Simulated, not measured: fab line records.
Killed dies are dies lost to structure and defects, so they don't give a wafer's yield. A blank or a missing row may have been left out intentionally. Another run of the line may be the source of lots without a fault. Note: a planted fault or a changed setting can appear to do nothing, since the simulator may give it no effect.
Code-filled problem report in 8D (eight disciplines) form + flow ritCmos + the parts of the form that need people (team, actions taken, sign-off) are left out

1. PROBLEM STATEMENT
Across 6 wafers from 2 lots, NLDD_TW at RIT_NLDD_TW_MEAS_10 averages 2709, while fault-free wafers read 2502 with a standard deviation of 16. Relative to the usual mean, that is a shift of +13 standard deviations.
Earliest sighting: wafer L178.1 on filmMetro-02 at day 4 10:25. The record holds 42 wafers of 14 lots with a number at this step. By rule, "out" or "out of limits" means more than 4 standard deviations away from the usual mean. The other wafers with a number count as sound.

2. WHAT IT IS, AND WHAT IT ISN'T
| question                    | is                     | is not                                                                                                   |
|-----------------------------|------------------------|----------------------------------------------------------------------------------------------------------|
| which readings at this step | NLDD_TW                | -                                                                                                        |
| which lots                  | L178, L182             | L170, L171, L172, L173, L176, L185, L186, L187, L190, L191, L192, L193                                   |
| which wafers of those lots  | all that have a number | -                                                                                                        |
| read on which gauges        | filmMetro-02           | filmMetro-01, filmMetro-03                                                                               |
| when                        | from day 4 10:25       | up to then (15 sound wafers); but 21 sound wafers of L185, L186, L187, L190, L191, L192, L193 came after |

3. SUSPECTS, AND WHAT RULES EACH OUT
Counting: a tool stays on the suspect list if, at a process step up to the reading, it processed all lots that are out and no sound lot following the first of them.
- the gauge at RIT_NLDD_TW_MEAS_10 is ruled out. All the wafers that are out were read on filmMetro-02, but those of them that RIT_NLDD_IMPLANT_08 has rows for are out there too, on other tools.
- implanter-04 at RIT_NLDD_IMPLANT_08: kept. It processed each lot that is out, first L178 at day 4 10:05, and no sound lot thereafter; up to then, the last sound lot it processed was L176 at day 3 23:53. On those wafers its own readings are out: doseIonsCm2, faradayCurrentUA.
Remaining after the count: implanter-04 at RIT_NLDD_IMPLANT_08.

4. THE CAUSE (what the simulator had put in)
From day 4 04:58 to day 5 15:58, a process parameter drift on implanter-04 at RIT_NLDD_IMPLANT_08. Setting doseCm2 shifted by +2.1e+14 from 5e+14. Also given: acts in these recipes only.
Counting left only this tool.

5. SEQUENCE OF EFFECTS, ordered by route
Each row: a reading where the mean over the struck wafers with a number is more than 3 standard deviations away from the usual. Only readings for which the record gives a usual standard deviation are gone through. hours: the time from each lot's start at the first step in this table that gives one to its start at this step, as a median over the lots. sigmas: the change in usual standard deviations.
| hours | step                    | reading          | usual        | on struck wafers | change | sigmas      |
|-------|-------------------------|------------------|--------------|------------------|--------|-------------|
| 0     | RIT_NLDD_IMPLANT_08     | doseIonsCm2      | 5e+14        | 7e+14            | +2e+14 | +99 or more |
| 0     | RIT_NLDD_IMPLANT_08     | faradayCurrentUA | 1576         | 2242             | +666   | +21         |
| 0     | RIT_NLDD_TW_MEAS_10     | NLDD_TW          | 2502         | 2709             | +207   | +13         |
| 9     | RIT_SDANNEAL_RS_MEAS_07 | NLDD_RS          | 151.3 ohm/sq | 113.8            | -37.5  | -75         |
Process steps it contains:
- RIT_NLDD_IMPLANT_08

6. WHAT WOULD HAVE CAUGHT IT SOONER
5 hours passed between the start of the fault at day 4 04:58 and the first reading out of limits at a measuring or inspecting step in this record, taken at day 4 10:25.
The tool's own readings at RIT_NLDD_IMPLANT_08 were out on every struck wafer that the step has a row for (doseIonsCm2, faradayCurrentUA): an alarm limit on them would have fired on the first of those.
Lots out: 2; of these, L182 started RIT_NLDD_IMPLANT_08 on implanter-04 after day 4 10:25. Had the tool been put on hold then, it would have been spared.
